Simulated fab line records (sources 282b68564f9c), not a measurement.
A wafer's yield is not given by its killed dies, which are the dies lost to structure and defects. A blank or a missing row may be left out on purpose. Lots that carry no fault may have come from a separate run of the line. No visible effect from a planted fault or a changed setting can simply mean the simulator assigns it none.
The tool behind it: which one? / flow rit cmos / Sampling: 13 lots, 39 wafers, 6 of 202 route steps

== WHAT THE GAUGES READ, wafer by wafer ==
RIT_FOX2_THK_MEAS_91.
lot=L747; measured=day 2 09:27; on=film metro-04; FIELD_OXIDE_LEFT_2_THK (nm)=239 243 238
lot=L748; measured=day 2 14:59; on=film metro-03; FIELD_OXIDE_LEFT_2_THK (nm)=266 266 273
lot=L749; measured=day 2 23:45; on=film metro-04; FIELD_OXIDE_LEFT_2_THK (nm)=261 262 259
lot=L750; measured=day 3 00:20; on=film metro-01; FIELD_OXIDE_LEFT_2_THK (nm)=263 259 265
lot=L751; measured=day 3 07:05; on=film metro-03; FIELD_OXIDE_LEFT_2_THK (nm)=260 260 259
lot=L752; measured=day 3 10:15; on=film metro-03; FIELD_OXIDE_LEFT_2_THK (nm)=258 262 255
lot=L753; measured=day 3 14:58; on=film metro-01; FIELD_OXIDE_LEFT_2_THK (nm)=253 262 257
lot=L755; measured=day 4 01:44; on=film metro-03; FIELD_OXIDE_LEFT_2_THK (nm)=247 248 247
lot=L756; measured=day 4 05:05; on=film metro-01; FIELD_OXIDE_LEFT_2_THK (nm)=252 250 252
lot=L758; measured=day 4 15:20; on=film metro-01; FIELD_OXIDE_LEFT_2_THK (nm)=257 261 256
lot=L760; measured=day 5 00:30; on=film metro-03; FIELD_OXIDE_LEFT_2_THK (nm)=250 253 250
lot=L765; measured=day 6 01:44; on=film metro-01; FIELD_OXIDE_LEFT_2_THK (nm)=257 258 259
lot=L766; measured=day 6 06:42; on=film metro-03; FIELD_OXIDE_LEFT_2_THK (nm)=259 263 259

RIT_GATE_THK_MEAS_09.
lot=L747; measured=day 2 16:27; on=film metro-04; GATE_POLY_THK (nm)=250.1 251.5 253.4
lot=L748; measured=day 2 18:04; on=film metro-03; GATE_POLY_THK (nm)=249.5 250.4 248.2
lot=L749; measured=day 3 02:49; on=film metro-03; GATE_POLY_THK (nm)=248.7 248.2 247.3
lot=L750; measured=day 3 04:27; on=film metro-04; GATE_POLY_THK (nm)=245.2 247.2 246.4
lot=L751; measured=day 3 11:20; on=film metro-01; GATE_POLY_THK (nm)=252.1 253.0 253.0
lot=L752; measured=day 3 13:33; on=film metro-04; GATE_POLY_THK (nm)=251.1 251.9 251.1
lot=L753; measured=day 3 18:01; on=film metro-01; GATE_POLY_THK (nm)=248.2 247.4 246.4
lot=L755; measured=day 4 04:48; on=film metro-03; GATE_POLY_THK (nm)=252.8 252.0 253.6
lot=L756; measured=day 4 08:10; on=film metro-03; GATE_POLY_THK (nm)=249.2 249.8 251.5
lot=L758; measured=day 4 18:23; on=film metro-01; GATE_POLY_THK (nm)=272.5 272.8 273.0
lot=L760; measured=day 5 04:04; on=film metro-01; GATE_POLY_THK (nm)=273.5 271.3 269.3
lot=L765; measured=day 6 04:48; on=film metro-01; GATE_POLY_THK (nm)=250.2 249.2 251.1
lot=L766; measured=day 6 10:10; on=film metro-01; GATE_POLY_THK (nm)=250.0 251.5 251.5

RIT_M1_OVL_MEAS_10.
lot=L747; measured=day 3 12:10; on=overlay-01; M1_OVL (nm)=1.4 1.1 2.0
lot=L748; measured=day 3 14:01; on=overlay-02; M1_OVL (nm)=-0.3 -0.6 -0.5
lot=L749; measured=day 3 22:19; on=overlay-01; M1_OVL (nm)=1.1 -0.1 0.5
lot=L750; measured=day 3 23:53; on=overlay-01; M1_OVL (nm)=2.7 1.2 -0.2
lot=L751; measured=day 4 06:41; on=overlay-02; M1_OVL (nm)=-0.1 0.1 1.2
lot=L752; measured=day 4 08:34; on=overlay-02; M1_OVL (nm)=1.7 1.7 2.5
lot=L753; measured=day 4 13:01; on=overlay-02; M1_OVL (nm)=-0.2 -1.7 -0.4
lot=L755; measured=day 4 23:02; on=overlay-01; M1_OVL (nm)=0.2 1.6 2.0
lot=L756; measured=day 5 03:34; on=overlay-01; M1_OVL (nm)=0.4 -0.1 -0.9
lot=L758; measured=day 5 12:53; on=overlay-01; M1_OVL (nm)=0.6 -0.4 0.2
lot=L760; measured=day 5 22:41; on=overlay-01; M1_OVL (nm)=-0.2 -0.4 0.4
lot=L765; measured=day 7 00:13; on=overlay-02; M1_OVL (nm)=0.2 0.6 1.6
lot=L766; measured=day 7 05:49; on=overlay-01; M1_OVL (nm)=-3.8 -2.6 -2.8

== WHICH TOOL RAN EACH LOT (tool, then ch and the chambers of the sampled wafers, then the start) ==
lot=L747; RIT_ACTIVE_ETCH_13=rie diel-01 ch 0,2,3, day 1 15:32; RIT_GATE_CVD_08=lpcvd-02 ch 1, day 2 14:49; RIT_GATE_ETCH_19=rie si-02 ch 0,1,3, day 2 17:50
lot=L748; RIT_ACTIVE_ETCH_13=rie diel-03 ch 0,1,3, day 1 21:04; RIT_GATE_CVD_08=lpcvd-02 ch 1, day 2 16:26; RIT_GATE_ETCH_19=rie si-01 ch 0,3, day 2 19:16
lot=L749; RIT_ACTIVE_ETCH_13=rie diel-01 ch 1,2,3, day 2 01:01; RIT_GATE_CVD_08=lpcvd-01 ch 1, day 3 01:12; RIT_GATE_ETCH_19=rie si-02 ch 0,2, day 3 04:10
lot=L750; RIT_ACTIVE_ETCH_13=rie diel-03 ch 0,1,2, day 2 05:50; RIT_GATE_CVD_08=lpcvd-01 ch 1, day 3 02:49; RIT_GATE_ETCH_19=rie si-01 ch 0,2,3, day 3 05:50
lot=L751; RIT_ACTIVE_ETCH_13=rie diel-04 ch 1,3, day 2 10:50; RIT_GATE_CVD_08=lpcvd-01 ch 0, day 3 09:43; RIT_GATE_ETCH_19=rie si-02 ch 0,2, day 3 12:40
lot=L752; RIT_ACTIVE_ETCH_13=rie diel-03 ch 0,2,3, day 2 17:17; RIT_GATE_CVD_08=lpcvd-01 ch 0, day 3 11:54; RIT_GATE_ETCH_19=rie si-01 ch 0,1,2, day 3 14:44
lot=L753; RIT_ACTIVE_ETCH_13=rie diel-04 ch 2,3, day 2 20:55; RIT_GATE_CVD_08=lpcvd-01 ch 1, day 3 16:24; RIT_GATE_ETCH_19=rie si-02 ch 0,2, day 3 19:28
lot=L755; RIT_ACTIVE_ETCH_13=rie diel-03 ch 0,1,2, day 3 07:09; RIT_GATE_CVD_08=lpcvd-02 ch 1, day 4 03:11; RIT_GATE_ETCH_19=rie si-02 ch 1,3, day 4 06:06
lot=L756; RIT_ACTIVE_ETCH_13=rie diel-03 ch 1,2, day 3 12:11; RIT_GATE_CVD_08=lpcvd-01 ch 1, day 4 06:32; RIT_GATE_ETCH_19=rie si-01 ch 2,3, day 4 09:29
lot=L758; RIT_ACTIVE_ETCH_13=rie diel-03 ch 0,1, day 3 21:43; RIT_GATE_CVD_08=lpcvd-02 ch 0, day 4 16:46; RIT_GATE_ETCH_19=rie si-01 ch 1,2,3, day 4 19:40
lot=L760; RIT_ACTIVE_ETCH_13=rie diel-04 ch 0,2,3, day 4 07:50; RIT_GATE_CVD_08=lpcvd-02 ch 0, day 5 02:26; RIT_GATE_ETCH_19=rie si-01 ch 0,1,2, day 5 05:18
lot=L765; RIT_ACTIVE_ETCH_13=rie diel-03 ch 2,3, day 5 08:52; RIT_GATE_CVD_08=lpcvd-01 ch 0, day 6 03:11; RIT_GATE_ETCH_19=rie si-02 ch 0,1,3, day 6 06:08
lot=L766; RIT_ACTIVE_ETCH_13=rie diel-03 ch 0,1,3, day 5 13:43; RIT_GATE_CVD_08=lpcvd-01 ch 0, day 6 08:32; RIT_GATE_ETCH_19=rie si-01 ch 0,1,2, day 6 11:32
- RIT_ACTIVE_ETCH_13: etches Si3N4 in SF6, stops on SiO2, time 210 s, target depth 210 nm.
- RIT_GATE_CVD_08: deposits poly-Si from SiH4, target thk 250 nm, time 2220 s.
- RIT_GATE_ETCH_19: etches poly-Si in SF6/CHF3/O2, stops on SiO2, time 165 s, target depth 312.5 nm.

== WHAT THE TOOLS THEMSELVES READ (means of the sampled wafers that have a number; where no wafer has one, the mark that the record gives instead) ==
RIT_ACTIVE_ETCH_13.
lot=L747; tool=rie diel-01; drypump motor current A (A)=5.7; oes product au (a.u.)=0.820; throttle valve pct (%)=7.41
lot=L748; tool=rie diel-03; drypump motor current A (A)=5.9; oes product au (a.u.)=0.809; throttle valve pct (%)=7.36
lot=L749; tool=rie diel-01; drypump motor current A (A)=5.5; oes product au (a.u.)=0.822; throttle valve pct (%)=7.35
lot=L750; tool=rie diel-03; drypump motor current A (A)=5.9; oes product au (a.u.)=0.816; throttle valve pct (%)=7.34
lot=L751; tool=rie diel-04; drypump motor current A (A)=5.9; oes product au (a.u.)=0.837; throttle valve pct (%)=7.26
lot=L752; tool=rie diel-03; drypump motor current A (A)=5.7; oes product au (a.u.)=0.809; throttle valve pct (%)=7.34
lot=L753; tool=rie diel-04; drypump motor current A (A)=5.7; oes product au (a.u.)=0.832; throttle valve pct (%)=7.17
lot=L755; tool=rie diel-03; drypump motor current A (A)=5.9; oes product au (a.u.)=0.814; throttle valve pct (%)=7.34
lot=L756; tool=rie diel-03; drypump motor current A (A)=6.0; oes product au (a.u.)=0.814; throttle valve pct (%)=7.36
lot=L758; tool=rie diel-03; drypump motor current A (A)=5.9; oes product au (a.u.)=0.823; throttle valve pct (%)=7.32
lot=L760; tool=rie diel-04; drypump motor current A (A)=5.4; oes product au (a.u.)=0.827; throttle valve pct (%)=7.23
lot=L765; tool=rie diel-03; drypump motor current A (A)=5.7; oes product au (a.u.)=0.789; throttle valve pct (%)=7.36
lot=L766; tool=rie diel-03; drypump motor current A (A)=5.9; oes product au (a.u.)=0.803; throttle valve pct (%)=7.34

RIT_GATE_CVD_08.
lot=L747; tool=lpcvd-02; pressure mtorr (mTorr)=299.9
lot=L748; tool=lpcvd-02; pressure mtorr (mTorr)=300.0
lot=L749; tool=lpcvd-01; pressure mtorr (mTorr)=299.3
lot=L750; tool=lpcvd-01; pressure mtorr (mTorr)=299.0
lot=L751; tool=lpcvd-01; pressure mtorr (mTorr)=300.0
lot=L752; tool=lpcvd-01; pressure mtorr (mTorr)=299.2
lot=L753; tool=lpcvd-01; pressure mtorr (mTorr)=300.2
lot=L755; tool=lpcvd-02; pressure mtorr (mTorr)=300.6
lot=L756; tool=lpcvd-01; pressure mtorr (mTorr)=300.1
lot=L758; tool=lpcvd-02; pressure mtorr (mTorr)=360.7
lot=L760; tool=lpcvd-02; pressure mtorr (mTorr)=360.3
lot=L765; tool=lpcvd-01; pressure mtorr (mTorr)=299.9
lot=L766; tool=lpcvd-01; pressure mtorr (mTorr)=300.1

RIT_GATE_ETCH_19.
lot=L747; tool=rie si-02; O2_flow_sccm (sccm)=5.004; drypump motor current A (A)=5.7; oes product au (a.u.)=0.865; throttle valve pct (%)=10.34
lot=L748; tool=rie si-01; O2_flow_sccm (sccm)=4.990; drypump motor current A (A)=6.0; oes product au (a.u.)=0.850; throttle valve pct (%)=10.28
lot=L749; tool=rie si-02; O2_flow_sccm (sccm)=4.996; drypump motor current A (A)=6.0; oes product au (a.u.)=0.850; throttle valve pct (%)=10.21
lot=L750; tool=rie si-01; O2_flow_sccm (sccm)=5.011; drypump motor current A (A)=6.0; oes product au (a.u.)=0.850; throttle valve pct (%)=10.23
lot=L751; tool=rie si-02; O2_flow_sccm (sccm)=4.993; drypump motor current A (A)=5.6; oes product au (a.u.)=0.859; throttle valve pct (%)=10.26
lot=L752; tool=rie si-01; O2_flow_sccm (sccm)=4.997; drypump motor current A (A)=5.8; oes product au (a.u.)=0.865; throttle valve pct (%)=10.23
lot=L753; tool=rie si-02; O2_flow_sccm (sccm)=4.986; drypump motor current A (A)=5.9; oes product au (a.u.)=0.851; throttle valve pct (%)=10.21
lot=L755; tool=rie si-02; O2_flow_sccm (sccm)=5.010; drypump motor current A (A)=5.9; oes product au (a.u.)=0.864; throttle valve pct (%)=10.40
lot=L756; tool=rie si-01; O2_flow_sccm (sccm)=4.997; drypump motor current A (A)=6.0; oes product au (a.u.)=0.867; throttle valve pct (%)=10.08
lot=L758; tool=rie si-01; O2_flow_sccm (sccm)=5.001; drypump motor current A (A)=5.7; oes product au (a.u.)=0.913; throttle valve pct (%)=10.15
lot=L760; tool=rie si-01; O2_flow_sccm (sccm)=4.995; drypump motor current A (A)=5.7; oes product au (a.u.)=0.911; throttle valve pct (%)=10.23
lot=L765; tool=rie si-02; O2_flow_sccm (sccm)=5.010; drypump motor current A (A)=5.8; oes product au (a.u.)=0.861; throttle valve pct (%)=10.34
lot=L766; tool=rie si-01; O2_flow_sccm (sccm)=4.994; drypump motor current A (A)=5.8; oes product au (a.u.)=0.865; throttle valve pct (%)=10.24

== THE ANSWER, worked out from the rows above alone ==
Rule: usual is defined by the lots themselves. Put in order of their means at a reading, lots are off if they are a third of the lots or fewer, leave a main group of 4 or more, and stand apart from it by a gap of 3 or more times the standard deviation of the main group's means; of several such gaps the widest counts. A main group whose means are all the same, to the digits that the tables above print for the reading, isn't used. A lot without any number at a reading at which 4 lots or more have one is off too. The other lots that the step has rows for count as sound. After the gauges, taken in route order, come the tools' own readings; for these a lot's mean is taken, as printed above. At the first step where some lot is off, the reading lying furthest off is the one used; lots without a number count as furthest.
Off: L758, L760, seen at RIT_GATE_THK_MEAS_09 (GATE_POLY_THK). The main group: mean 250.1 nm, standard deviation 2.
If a tool, at a process step before that reading, ran all the lots that are off and no sound lot after the first of them, it fits. Not tried: the gauges at RIT_GATE_THK_MEAS_09; whatever is off there is also off at RIT_GATE_CVD_08, on other tools, and gauge error can't account for it. One fits: lpcvd-02 at RIT_GATE_CVD_08. A fault onset in the window from L755 (day 4 03:11, its last sound lot) to L758 (day 4 16:46, its first lot off) fits.
On the lots that are off, the tool's own readings at RIT_GATE_CVD_08 differ by more than 5 times the standard deviation of the sound lots' means, which bears it out; pressure mtorr reads 360.5 mTorr there versus 299.8 mTorr on the sound lots.

== WHAT WAS PUT IN BY THE SIMULATOR ==
lpcvd-02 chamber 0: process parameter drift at RIT_GATE_CVD_08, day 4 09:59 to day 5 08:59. A move of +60 in setting pressure mtorr, from 300. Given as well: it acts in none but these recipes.
Struck lots among those shown: L758, L760. The rule above found the same.
